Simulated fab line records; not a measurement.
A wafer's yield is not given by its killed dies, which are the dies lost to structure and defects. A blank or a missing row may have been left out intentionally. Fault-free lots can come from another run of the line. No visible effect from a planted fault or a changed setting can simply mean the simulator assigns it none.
fab line records || flow rit-cmos
record {"lots": 13, "wafers": 39, "last-day": 7}
route steps=202 shown FOX1@20 M1@202
lots untouched by any fault: they come from a run of this same line in which no faults occurred
start-h: hours from the record's opening day to when the first of the lot's shown wafers began || wait-h: how many hours have passed since the lot's step before this one || " identical to the entry in the row above || L1.1+2: one row covering several wafers at once || - no value present, or no start provided || * or withheld: withheld || < > ~ a bound
route shown NAME@n: names a module that has steps shown in the file, with the first one's number in the route || usual: mean and standard deviation over wafers with no fault || same: alike in all rows || chamber/n: place in a boat || sites: each site's reading || _std_site: standard deviation across them || _edge_site: outer sites' mean less inner sites' || radius-mm: for every site, how far away it sits from the centre of the wafer || mask NAME#n: copy n || behind: the last tool/chamber to shape the wafer || hold: what put the lot on hold/how long, in hours/how the hold closed || device: whichever transistor did not switch (one of n, p or np) || end of line: the route-end tests of the same wafers || a step with no rows: only its recipe || killed: dies lost to structure and defects at the first sort, not the wafer's yield || map: shows each die of a wafer: x if killed, . if not, _ if none is there
set.NAME: the setting that was run; set.NAME@STEP: the one run at that earlier step || model.NAME: the simulator's own value behind a step, which no gauge read
steps of the route over a sample of lots; a table a step, a row a wafer
services: when a tool's chamber went out of use (start-h, in hours from the record's first day, below 0 if earlier), for how many hours, and the reason
## steps
# step RIT_FOX1_OXIDATION_00
# recipe {"temp-c": 1100, "ambient": "H2O", "target-thk-a": 3507, "p-h2o-torr": 720, "ox-time-s": 1130}
# usual {"zone-power-load-pct": "39/3.3", "zone-power-source-pct": "46/4.3"}
{"lot.wafer": "L202.1", "tool": "furnace-01", "chamber": 0, "start-h": 16.26, "wait-h": 0.0, "zone-power-load-pct": 42, "zone-power-source-pct": 49}
{"lot.wafer": "L202.4", "tool": "furnace-01", "chamber": 0, "start-h": 16.26, "wait-h": 0.0, "zone-power-load-pct": 43, "zone-power-source-pct": 49}
{"lot.wafer": "L202.5", "tool": "furnace-01", "chamber": 0, "start-h": 16.26, "wait-h": 0.0, "zone-power-load-pct": 43, "zone-power-source-pct": 50}
{"lot.wafer": "L203.1", "tool": "furnace-04", "chamber": 0, "start-h": 20.63, "wait-h": 0.0, "zone-power-load-pct": 36, "zone-power-source-pct": 47}
{"lot.wafer": "L203.2", "tool": "furnace-04", "chamber": 0, "start-h": 20.63, "wait-h": 0.0, "zone-power-load-pct": 36, "zone-power-source-pct": 46}
{"lot.wafer": "L203.4", "tool": "furnace-04", "chamber": 0, "start-h": 20.63, "wait-h": 0.0, "zone-power-load-pct": 36, "zone-power-source-pct": 47}
{"lot.wafer": "L204.2", "tool": "furnace-01", "chamber": 0, "start-h": 25.63, "wait-h": 0.0, "zone-power-load-pct": 42, "zone-power-source-pct": 50}
{"lot.wafer": "L204.4", "tool": "furnace-01", "chamber": 0, "start-h": 25.63, "wait-h": 0.0, "zone-power-load-pct": 42, "zone-power-source-pct": 49}
{"lot.wafer": "L204.5", "tool": "furnace-01", "chamber": 0, "start-h": 25.63, "wait-h": 0.0, "zone-power-load-pct": 42, "zone-power-source-pct": 49}
{"lot.wafer": "L205.1", "tool": "furnace-04", "chamber": 0, "start-h": 31.19, "wait-h": 0.6, "zone-power-load-pct": 36, "zone-power-source-pct": 46}
{"lot.wafer": "L205.3", "tool": "furnace-04", "chamber": 0, "start-h": 31.19, "wait-h": 0.6, "zone-power-load-pct": 36, "zone-power-source-pct": 46}
{"lot.wafer": "L205.5", "tool": "furnace-04", "chamber": 0, "start-h": 31.19, "wait-h": 0.6, "zone-power-load-pct": 36, "zone-power-source-pct": 47}
{"lot.wafer": "L208.4", "tool": "furnace-01", "chamber": 0, "start-h": 45.50, "wait-h": 0.0, "zone-power-load-pct": 42, "zone-power-source-pct": 49}
{"lot.wafer": "L208.5", "tool": "furnace-01", "chamber": 0, "start-h": 45.50, "wait-h": 0.0, "zone-power-load-pct": 43, "zone-power-source-pct": 50}
{"lot.wafer": "L208.6", "tool": "furnace-01", "chamber": 0, "start-h": 45.50, "wait-h": 0.0, "zone-power-load-pct": 42, "zone-power-source-pct": 49}
{"lot.wafer": "L212.2", "tool": "furnace-04", "chamber": 0, "start-h": 70.07, "wait-h": 2.7, "zone-power-load-pct": 36, "zone-power-source-pct": 47}
{"lot.wafer": "L212.4", "tool": "furnace-04", "chamber": 0, "start-h": 70.07, "wait-h": 2.7, "zone-power-load-pct": 36, "zone-power-source-pct": 46}
{"lot.wafer": "L212.5", "tool": "furnace-04", "chamber": 0, "start-h": 70.07, "wait-h": 2.7, "zone-power-load-pct": 35, "zone-power-source-pct": 46}
{"lot.wafer": "L213.2", "tool": "furnace-02", "chamber": 0, "start-h": 71.35, "wait-h": 0.0, "zone-power-load-pct": 43, "zone-power-source-pct": 37}
{"lot.wafer": "L213.4", "tool": "furnace-02", "chamber": 0, "start-h": 71.35, "wait-h": 0.0, "zone-power-load-pct": 43, "zone-power-source-pct": 37}
{"lot.wafer": "L213.6", "tool": "furnace-02", "chamber": 0, "start-h": 71.35, "wait-h": 0.0, "zone-power-load-pct": 43, "zone-power-source-pct": 37}
{"lot.wafer": "L215.1", "tool": "furnace-01", "chamber": 0, "start-h": 86.07, "wait-h": 4.8, "zone-power-load-pct": 42, "zone-power-source-pct": 49}
{"lot.wafer": "L215.4", "tool": "furnace-01", "chamber": 0, "start-h": 86.07, "wait-h": 4.8, "zone-power-load-pct": 43, "zone-power-source-pct": 49}
{"lot.wafer": "L215.5", "tool": "furnace-01", "chamber": 0, "start-h": 86.07, "wait-h": 4.8, "zone-power-load-pct": 42, "zone-power-source-pct": 50}
{"lot.wafer": "L216.2", "tool": "furnace-01", "chamber": 0, "start-h": 86.07, "wait-h": 0.4, "zone-power-load-pct": 43, "zone-power-source-pct": 49}
{"lot.wafer": "L216.3", "tool": "furnace-01", "chamber": 0, "start-h": 86.07, "wait-h": 0.4, "zone-power-load-pct": 42, "zone-power-source-pct": 49}
{"lot.wafer": "L216.5", "tool": "furnace-01", "chamber": 0, "start-h": 86.07, "wait-h": 0.4, "zone-power-load-pct": 43, "zone-power-source-pct": 49}
{"lot.wafer": "L217.3", "tool": "furnace-01", "chamber": 0, "start-h": 94.51, "wait-h": 0.2, "zone-power-load-pct": 43, "zone-power-source-pct": 49}
{"lot.wafer": "L217.4", "tool": "furnace-01", "chamber": 0, "start-h": 94.51, "wait-h": 0.2, "zone-power-load-pct": 42, "zone-power-source-pct": 49}
{"lot.wafer": "L217.5", "tool": "furnace-01", "chamber": 0, "start-h": 94.51, "wait-h": 0.2, "zone-power-load-pct": 42, "zone-power-source-pct": 50}
{"lot.wafer": "L219.2", "tool": "furnace-01", "chamber": 0, "start-h": 103.28, "wait-h": 1.9, "zone-power-load-pct": 42, "zone-power-source-pct": 50}
{"lot.wafer": "L219.4", "tool": "furnace-01", "chamber": 0, "start-h": 103.28, "wait-h": 1.9, "zone-power-load-pct": 43, "zone-power-source-pct": 49}
{"lot.wafer": "L219.6", "tool": "furnace-01", "chamber": 0, "start-h": 103.28, "wait-h": 1.9, "zone-power-load-pct": 42, "zone-power-source-pct": 50}
{"lot.wafer": "L223.3", "tool": "furnace-02", "chamber": 0, "start-h": 123.18, "wait-h": 0.4, "zone-power-load-pct": 42, "zone-power-source-pct": 37}
{"lot.wafer": "L223.4", "tool": "furnace-02", "chamber": 0, "start-h": 123.18, "wait-h": 0.4, "zone-power-load-pct": 43, "zone-power-source-pct": 37}
{"lot.wafer": "L223.5", "tool": "furnace-02", "chamber": 0, "start-h": 123.18, "wait-h": 0.4, "zone-power-load-pct": 42, "zone-power-source-pct": 37}
{"lot.wafer": "L225.2", "tool": "furnace-02", "chamber": 0, "start-h": 130.96, "wait-h": 0.0, "zone-power-load-pct": 43, "zone-power-source-pct": 37}
{"lot.wafer": "L225.5", "tool": "furnace-02", "chamber": 0, "start-h": 130.96, "wait-h": 0.0, "zone-power-load-pct": 43, "zone-power-source-pct": 37}
{"lot.wafer": "L225.6", "tool": "furnace-02", "chamber": 0, "start-h": 130.96, "wait-h": 0.0, "zone-power-load-pct": 42, "zone-power-source-pct": 37}
# step RIT_FOX1_THK_MEAS_01
# recipe {"reads": "SiO2_of_FOX1_OXIDATION_00"}
# usual {"FOX1_OXIDE_THK": "346/6"}
{"lot.wafer": "L202.1", "tool": "film-metro-02", "chamber": "-", "start-h": 17.57, "wait-h": 0.0, "FOX1_OXIDE_THK[nm]": 348}
{"lot.wafer": "L202.4", "tool": "film-metro-02", "chamber": "-", "start-h": 17.57, "wait-h": 0.0, "FOX1_OXIDE_THK[nm]": 357}
{"lot.wafer": "L202.5", "tool": "film-metro-02", "chamber": "-", "start-h": 17.57, "wait-h": 0.0, "FOX1_OXIDE_THK[nm]": 348}
{"lot.wafer": "L203.1", "tool": "film-metro-01", "chamber": "-", "start-h": 21.94, "wait-h": 0.0, "FOX1_OXIDE_THK[nm]": 351}
{"lot.wafer": "L203.2", "tool": "film-metro-01", "chamber": "-", "start-h": 21.94, "wait-h": 0.0, "FOX1_OXIDE_THK[nm]": 349}
{"lot.wafer": "L203.4", "tool": "film-metro-01", "chamber": "-", "start-h": 21.94, "wait-h": 0.0, "FOX1_OXIDE_THK[nm]": 356}
{"lot.wafer": "L204.2", "tool": "film-metro-04", "chamber": "-", "start-h": 26.95, "wait-h": 0.0, "FOX1_OXIDE_THK[nm]": 356}
{"lot.wafer": "L204.4", "tool": "film-metro-04", "chamber": "-", "start-h": 26.95, "wait-h": 0.0, "FOX1_OXIDE_THK[nm]": 363}
{"lot.wafer": "L204.5", "tool": "film-metro-04", "chamber": "-", "start-h": 26.95, "wait-h": 0.0, "FOX1_OXIDE_THK[nm]": 357}
{"lot.wafer": "L205.1", "tool": "film-metro-04", "chamber": "-", "start-h": 32.50, "wait-h": 0.0, "FOX1_OXIDE_THK[nm]": 340}
{"lot.wafer": "L205.3", "tool": "film-metro-04", "chamber": "-", "start-h": 32.50, "wait-h": 0.0, "FOX1_OXIDE_THK[nm]": 335}
{"lot.wafer": "L205.5", "tool": "film-metro-04", "chamber": "-", "start-h": 32.50, "wait-h": 0.0, "FOX1_OXIDE_THK[nm]": 344}
{"lot.wafer": "L208.4", "tool": "film-metro-02", "chamber": "-", "start-h": 46.85, "wait-h": 0.0, "FOX1_OXIDE_THK[nm]": 354}
{"lot.wafer": "L208.5", "tool": "film-metro-02", "chamber": "-", "start-h": 46.85, "wait-h": 0.0, "FOX1_OXIDE_THK[nm]": 351}
{"lot.wafer": "L208.6", "tool": "film-metro-02", "chamber": "-", "start-h": 46.85, "wait-h": 0.0, "FOX1_OXIDE_THK[nm]": 352}
{"lot.wafer": "L212.2", "tool": "film-metro-01", "chamber": "-", "start-h": 71.39, "wait-h": 0.0, "FOX1_OXIDE_THK[nm]": 302}
{"lot.wafer": "L212.4", "tool": "film-metro-01", "chamber": "-", "start-h": 71.39, "wait-h": 0.0, "FOX1_OXIDE_THK[nm]": 306}
{"lot.wafer": "L212.5", "tool": "film-metro-01", "chamber": "-", "start-h": 71.39, "wait-h": 0.0, "FOX1_OXIDE_THK[nm]": 308}
{"lot.wafer": "L213.2", "tool": "film-metro-01", "chamber": "-", "start-h": 72.68, "wait-h": 0.0, "FOX1_OXIDE_THK[nm]": 344}
{"lot.wafer": "L213.4", "tool": "film-metro-01", "chamber": "-", "start-h": 72.68, "wait-h": 0.0, "FOX1_OXIDE_THK[nm]": 343}
{"lot.wafer": "L213.6", "tool": "film-metro-01", "chamber": "-", "start-h": 72.68, "wait-h": 0.0, "FOX1_OXIDE_THK[nm]": 344}
{"lot.wafer": "L215.1", "tool": "film-metro-04", "chamber": "-", "start-h": 87.38, "wait-h": 0.0, "FOX1_OXIDE_THK[nm]": 356}
{"lot.wafer": "L215.4", "tool": "film-metro-04", "chamber": "-", "start-h": 87.38, "wait-h": 0.0, "FOX1_OXIDE_THK[nm]": 359}
{"lot.wafer": "L215.5", "tool": "film-metro-04", "chamber": "-", "start-h": 87.38, "wait-h": 0.0, "FOX1_OXIDE_THK[nm]": 353}
{"lot.wafer": "L216.2", "tool": "film-metro-01", "chamber": "-", "start-h": 87.39, "wait-h": 0.0, "FOX1_OXIDE_THK[nm]": 344}
{"lot.wafer": "L216.3", "tool": "film-metro-01", "chamber": "-", "start-h": 87.39, "wait-h": 0.0, "FOX1_OXIDE_THK[nm]": 342}
{"lot.wafer": "L216.5", "tool": "film-metro-01", "chamber": "-", "start-h": 87.39, "wait-h": 0.0, "FOX1_OXIDE_THK[nm]": 345}
{"lot.wafer": "L217.3", "tool": "film-metro-02", "chamber": "-", "start-h": 95.85, "wait-h": 0.0, "FOX1_OXIDE_THK[nm]": 352}
{"lot.wafer": "L217.4", "tool": "film-metro-02", "chamber": "-", "start-h": 95.85, "wait-h": 0.0, "FOX1_OXIDE_THK[nm]": 354}
{"lot.wafer": "L217.5", "tool": "film-metro-02", "chamber": "-", "start-h": 95.85, "wait-h": 0.0, "FOX1_OXIDE_THK[nm]": 347}
{"lot.wafer": "L219.2", "tool": "film-metro-02", "chamber": "-", "start-h": 104.60, "wait-h": 0.0, "FOX1_OXIDE_THK[nm]": 346}
{"lot.wafer": "L219.4", "tool": "film-metro-02", "chamber": "-", "start-h": 104.60, "wait-h": 0.0, "FOX1_OXIDE_THK[nm]": 342}
{"lot.wafer": "L219.6", "tool": "film-metro-02", "chamber": "-", "start-h": 104.60, "wait-h": 0.0, "FOX1_OXIDE_THK[nm]": 342}
{"lot.wafer": "L223.3", "tool": "film-metro-01", "chamber": "-", "start-h": 124.51, "wait-h": 0.0, "FOX1_OXIDE_THK[nm]": 349}
{"lot.wafer": "L223.4", "tool": "film-metro-01", "chamber": "-", "start-h": 124.51, "wait-h": 0.0, "FOX1_OXIDE_THK[nm]": 352}
{"lot.wafer": "L223.5", "tool": "film-metro-01", "chamber": "-", "start-h": 124.51, "wait-h": 0.0, "FOX1_OXIDE_THK[nm]": 353}
{"lot.wafer": "L225.2", "tool": "film-metro-02", "chamber": "-", "start-h": 132.28, "wait-h": 0.0, "FOX1_OXIDE_THK[nm]": 350}
{"lot.wafer": "L225.5", "tool": "film-metro-02", "chamber": "-", "start-h": 132.28, "wait-h": 0.0, "FOX1_OXIDE_THK[nm]": 352}
{"lot.wafer": "L225.6", "tool": "film-metro-02", "chamber": "-", "start-h": 132.28, "wait-h": 0.0, "FOX1_OXIDE_THK[nm]": 350}
# step RIT_M1_PROBE_99
# usual {"killed_at_M0_to_M3": "0.0/0.12", "killed-at-contacts": "0.1/0.23", "killed-at-front-end": "7/3", "killed-dies": "7/3.1", "killed-open": "3.3/2.1", "killed-short": "3.3/2"}
# same {"gross-dies": 264, "killed_at_M4_up": 0, "killed-at-back-side": 0, "killed-at-other": 0}
{"lot.wafer": "L208.4", "tool": "prober-02", "chamber": "-", "start-h": 92.46, "wait-h": 0.2, "killed_at_M0_to_M3": 0, "killed-at-contacts": 1, "killed-at-front-end": 15, "killed-dies": 16, "killed-open": 9, "killed-short": 7}
{"lot.wafer": "L208.5", "tool": "prober-02", "chamber": "-", "start-h": 92.51, "wait-h": 0.2, "killed_at_M0_to_M3": 0, "killed-at-contacts": 0, "killed-at-front-end": 11, "killed-dies": 11, "killed-open": 9, "killed-short": 2}
{"lot.wafer": "L208.6", "tool": "prober-02", "chamber": "-", "start-h": 92.56, "wait-h": 0.2, "killed_at_M0_to_M3": 0, "killed-at-contacts": 0, "killed-at-front-end": 4, "killed-dies": 4, "killed-open": 2, "killed-short": 2}
# killed by level:class
L208.4 FOX2:geometric-particle:open=4 SILICIDE:geometric-particle:open=4 REOX:geometric-particle:short=2 SILICIDE:geometric-particle:short=2 FOX2:geometric-particle:short=1 GATE:geometric-particle:short=1 GATE:geometric-particle:open=1 CONTACT:geometric-particle:short=1
L208.5 REOX:geometric-particle:open=4 FOX1:geometric-particle:open=3 SILICIDE:geometric-particle:open=2 FOX1:geometric-particle:short=1 SILICIDE:geometric-particle:short=1
L208.6 FOX1:geometric-particle:open=2 FOX1:geometric-particle:short=1 FOX2:geometric-particle:short=1
## services
{"tool": "furnace-02", "chamber": "-", "start-h": -6.87, "hours": 2.7, "kind": "pm"}
{"tool": "furnace-01", "chamber": "-", "start-h": 1.21, "hours": 3.7, "kind": "pm"}
{"tool": "furnace-02", "chamber": "-", "start-h": 66.27, "hours": 3.9, "kind": "pm"}
{"tool": "furnace-04", "chamber": "-", "start-h": 82.20, "hours": 2.9, "kind": "pm"}
{"tool": "furnace-04", "chamber": "-", "start-h": 85.07, "hours": 8.7, "kind": "pm"}
## key
first-sign {"step": "RIT_FOX1_THK_MEAS_01", "reading": "FOX1_OXIDE_THK", "direction": "down", "sigmas": 6.9, "usual": 346, "struck": 305}
effect none on later readings
met-at RIT_FOX1_OXIDATION_00
struck-lots L212
tester-left-out L212
onset-between 31.19 70.07
fault {"kind": "process-parameter-drift", "tool": "furnace-04", "chamber": "-", "onset-h": 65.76, "steps": "RIT_FOX1_OXIDATION_00", "channel": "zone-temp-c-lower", "offset": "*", "shape": "step", "end-h": 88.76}
# tester-left-out: of these lots the tester's yield and bins aren't shown, on N5 and GAA mostly nor the transistor test; their killed dies are dies lost to structure and defects alone, not to doping, threshold or leakage, so they don't give the yield
